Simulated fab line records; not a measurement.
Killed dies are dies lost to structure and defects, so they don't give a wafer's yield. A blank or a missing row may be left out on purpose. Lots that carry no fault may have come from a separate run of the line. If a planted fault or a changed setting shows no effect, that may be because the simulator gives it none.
Code-filled problem report in 8D (eight disciplines) form + flow berkeley cmos170 + the parts of the form that need people (team, actions taken, sign-off) are left out

## 1. WHAT IS WRONG
At UCB170_PVT_HMDS_00, prime temp c averages 104.85 C over 6 wafers from 2 lots, while fault-free wafers read 99.98 C, standard deviation 0.13. That puts it +37 standard deviations away from the usual mean.
The step: prime time 60 s.
The first sign was on wafer L290.1 at day 10 10:04, on litho track-04. At this step, 42 wafers from 14 lots have a number in the record. Rule for "out", or "out of limits": more than 4 standard deviations from the usual mean. Any other wafer with a number is counted as sound.

## 2. WHAT IT IS, WHAT IT ISN'T
| question                    | is                     | is not                                                                 |
|-----------------------------|------------------------|------------------------------------------------------------------------|
| which readings at this step | prime temp c           | -                                                                      |
| which lots                  | L290, L293             | L273, L274, L276, L277, L278, L280, L281, L283, L284, L285, L286, L287 |
| which wafers of those lots  | all that have a number | -                                                                      |
| read on which tools         | litho track-04         | litho track-01, litho track-03                                         |
| when                        | from day 10 10:04      | up to then (36 sound wafers)                                           |

## 3. WHAT RULES OUT EACH SUSPECT
Counting: a tool stays on the suspect list if, at a process step up to the reading, it processed all lots that are out and no sound lot following the first of them.
- litho track-04 at UCB170_PVT_HMDS_00 (prime time 60 s): kept. All lots that are out passed through it, beginning with L290 at day 10 10:04, and no sound lot followed; its final sound lot before that point was L287 at day 9 15:56. Its own readings are out on those wafers: prime temp c.
The count leaves litho track-04 at UCB170_PVT_HMDS_00.

## 4. THE CAUSE (what the simulator had put in)
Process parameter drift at UCB170_PVT_HMDS_00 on litho track-04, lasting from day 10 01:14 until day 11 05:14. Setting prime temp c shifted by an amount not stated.
This tool alone remained once counting was done.

## 5. THE CHAIN OF EFFECTS, in route order
Each row: a reading whose mean over the struck wafers that have a number lies more than 3 standard deviations from the usual. Only readings for which the record gives a usual standard deviation are gone through. hours: the time from each lot's start at the first step in this table that gives one to its start at this step, as a median over the lots. sigmas: the change in usual standard deviations.
| hours | step               | reading      | usual   | on struck wafers | change | sigmas |
|-------|--------------------|--------------|---------|------------------|--------|--------|
| 0     | UCB170_PVT_HMDS_00 | prime temp c | 99.98 C | 104.85           | +4.87  | +37    |
It contains these process steps:
- UCB170_PVT_HMDS_00: prime time 60 s.
Later steps that measure or inspect, where all struck wafers having a row at the step show a number for every such reading and not one has moved that far: UCB170_PLDD_CD_MEAS_06, UCB170_CONTACT_OVL_MEAS_16, UCB170_V2_CD_MEAS_12.

## 6. WHAT WOULD HAVE CAUGHT IT SOONER
The fault began at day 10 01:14; the first out-of-limits reading in this record came at day 10 10:04, 9 hours later.
